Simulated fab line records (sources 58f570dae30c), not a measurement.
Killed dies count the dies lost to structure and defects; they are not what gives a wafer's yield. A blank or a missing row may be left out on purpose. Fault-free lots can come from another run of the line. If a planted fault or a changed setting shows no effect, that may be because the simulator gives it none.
One fault through the eyes of 2 desks -- flow berkeley cmos170 -- each desk has only its own numbers; what lay behind them comes last

## THE METROLOGY DESK
Means of the sampled wafers that have a number, per lot and without regard to the tool the lot ran on: this is what the gauges read. A lot is out of limits, marked OUT, if its mean lies more than 4 standard deviations from the usual mean; the brackets give that distance.
Columns: A = NWELL_NITRIDE_THK at UCB170_NWELL_THK_MEAS_05, usual 223.4 nm; B = PWELL_NITRIDE_THK at UCB170_PWELL_THK_MEAS_06, usual 220.5 nm; C = WELLDRIVE_OXIDE_THK at UCB170_WELLDRIVE_THK_MEAS_02, usual 198 nm
lot,first seen here,A,B,C
L553,day 2 10:51,224.8,220.7,198
L554,day 2 10:52,225.1,221.0,200
L555,day 2 20:05,219.2,217.9,199
L559,day 3 12:39,223.8,221.3,201
L558,day 3 12:40,223.8,224.3,197
L560,day 3 21:30,224.7,220.2,193
L562,day 4 09:30,222.0,219.7,201
L563,day 4 16:07,225.3,219.6,198
L565,day 5 02:04,223.5,222.7,202
L567,day 5 02:04,223.9,218.0,197
L566,day 5 02:05,223.2,221.9,200
L570,day 5 23:43,221.7,220.8,175 (-6.4) OUT
L569,day 5 23:44,227.2,220.5,177 (-5.7) OUT
L572,day 6 07:15,223.5,217.1,174 (-6.8) OUT
L576,day 7 02:17,222.0,221.3,202
This desk reports L569, L570, L572 out of limits; the earliest was L569 at day 7 11:02 (WELLDRIVE_OXIDE_THK at UCB170_WELLDRIVE_THK_MEAS_02). Within limits: L553, L554, L555, L559, L558, L560, L562, L563, L565, L567, L566, L576.

## FOR THE TOOL OWNER'S DESK: furnace-04
The tool's own readings at UCB170_WELLDRIVE_OXIDATION_01 (target thk 199 nm, ox time 9000 s): means of the sampled wafers that have a number, for each lot that ran on this tool. A lot is out of limits, marked OUT, if its mean lies more than 4 standard deviations from the usual mean; the brackets give that distance.
Columns: A = spike tc centre C at UCB170_WELLDRIVE_OXIDATION_01, usual 1102.9 C; B = spike tc load C at UCB170_WELLDRIVE_OXIDATION_01, usual 1126.9 C; C = spike tc source C at UCB170_WELLDRIVE_OXIDATION_01, usual 1124.7 C; D = tube center temp C at UCB170_WELLDRIVE_OXIDATION_01, usual 1100 C
lot,first seen here,A,B,C,D
L555,day 4 03:59,1103.5,1127.4,1123.4,1100
L558,day 4 19:22,1103.1,1126.8,1123.8,1100
L559,day 5 01:47,1103.8,1128.1,1124.9,1100
L560,day 5 01:47,1103.9,1126.7,1122.8,1100
L562,day 5 15:43,1103.6,1126.0,1125.1,1100
L563,day 6 00:33,1104.0,1126.4,1124.9,1100
L565,day 6 06:33,1104.1,1126.9,1124.8,1100
L566,day 6 06:33,1103.9,1127.6,1124.2,1100
L567,day 6 06:33,1103.5,1126.7,1124.8,1100
L569,day 7 07:32,1087.7 (-9.5) OUT,1110.0 (-13) OUT,1109.6 (-10) OUT,1100
L570,day 7 12:23,1087.2 (-9.8) OUT,1110.5 (-13) OUT,1108.7 (-11) OUT,1100
L572,day 7 12:23,1088.5 (-9.0) OUT,1110.4 (-13) OUT,1108.1 (-11) OUT,1100
This desk's verdict: out of limits on L569, L570, L572, starting with L569 at day 7 07:32 (spike tc centre C at UCB170_WELLDRIVE_OXIDATION_01). Within limits: L555, L558, L559, L560, L562, L563, L565, L566, L567.

## BROUGHT TOGETHER
At day 7 07:32, on L569, L570, L572, the tool owner's desk was in a position to raise an alarm.
At day 7 11:02 the metrology desk could have sounded an alarm, on L569, L570, L572.
The lots listed all ran UCB170_WELLDRIVE_OXIDATION_01 on furnace-04.

## WHAT WAS PUT IN BY THE SIMULATOR
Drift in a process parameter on furnace-04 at UCB170_WELLDRIVE_OXIDATION_01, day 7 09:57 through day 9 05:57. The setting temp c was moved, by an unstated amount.
Struck lots among those shown: L569, L570, L572.
